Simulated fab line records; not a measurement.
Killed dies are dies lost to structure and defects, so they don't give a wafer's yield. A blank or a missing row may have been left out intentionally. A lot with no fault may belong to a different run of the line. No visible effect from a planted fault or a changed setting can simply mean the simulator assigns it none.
One fault through the eyes of 2 desks	flow rit cmos	what lay behind the numbers comes last; until then each desk has only its own

## FROM THE METROLOGY DESK
Means of the sampled wafers that have a number, per lot and without regard to the tool the lot ran on: this is what the gauges read. The brackets show how far a lot's mean lies from the usual mean; more than 4 standard deviations puts the lot out of limits, marked OUT.
Columns: A = PWELL_RS at RIT_WELLDRIVE_RS_MEAS_02, usual 430.1 ohm/sq; B = cd nm at RIT_GATE_CD_MEAS_16, usual 150.5 nm
lot	first seen here	A	B
L811	day 2 05:10	428.7	150.4
L812	day 2 08:46	432.7	149.8
L813	day 2 14:20	430.1	154.2
L814	day 2 20:00	430.0	151.8
L815	day 3 02:08	429.5	144.4
L816	day 3 07:08	430.0	149.0
L817	day 3 09:43	430.5	150.1
L818	day 3 15:59	428.4	149.8
L819	day 4 02:05	431.2	148.6
L820	day 4 06:49	431.2	146.5
L825	day 5 03:43	428.9	149.8
L830	day 6 04:33	430.4	147.6
L833	day 6 18:53	430.4	153.8
L834	day 7 00:10	428.9	152.0
This desk's verdict: no lot among the 14 shows anything out of limits.

## AT THE TOOL OWNER'S DESK: rie diel-04
The tool's own readings at RIT_CONTACT_ETCH_11 (etches SiO2 in CHF3/CF4/Ar, stops on TiSi2, target depth 480 nm, time 320 s): means of the sampled wafers that have a number, for each lot that ran on this tool. The brackets show how far a lot's mean lies from the usual mean; more than 4 standard deviations puts the lot out of limits, marked OUT.
Columns: A = drypump motor current A at RIT_CONTACT_ETCH_11, usual 5.8 A; B = oes product au at RIT_CONTACT_ETCH_11, usual 0.990 a.u.; C = rf fwd power W at RIT_CONTACT_ETCH_11, usual 199.7 W; D = throttle valve pct at RIT_CONTACT_ETCH_11, usual 8.77 %
lot	first seen here	A	B	C	D
L816	day 4 06:55	5.9	0.983	199.7	8.72
L818	day 4 15:52	5.9	0.979	199.5	8.77
L819	day 5 02:34	6.5	0.973	199.7	8.71
L820	day 5 10:33	6.5	0.964	119.4 (-99 or more) OUT	8.72
L825	day 6 03:53	6.0	0.971	119.9 (-99 or more) OUT	8.76
Finding of this desk: L820, L825 out of limits; the first was L820 at day 5 10:33, on rf fwd power W at RIT_CONTACT_ETCH_11. Within limits: L816, L818, L819.

## PUT TOGETHER
On L820, L825, at day 5 10:33, an alarm was possible from the tool owner's desk.
Nothing out of limits was seen by the metrology desk.
The metrology desk has L820, L825 on record, within its limits.
Of the lots named, all ran RIT_CONTACT_ETCH_11 on rie diel-04.

## WHAT WAS PUT IN BY THE SIMULATOR
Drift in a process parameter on rie diel-04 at RIT_CONTACT_ETCH_11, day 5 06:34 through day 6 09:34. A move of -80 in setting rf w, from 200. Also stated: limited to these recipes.
Shown lots that were struck: L820, L825.
Hours from the fault's start to each desk's first reading out of limits: the tool owner's desk, 4.
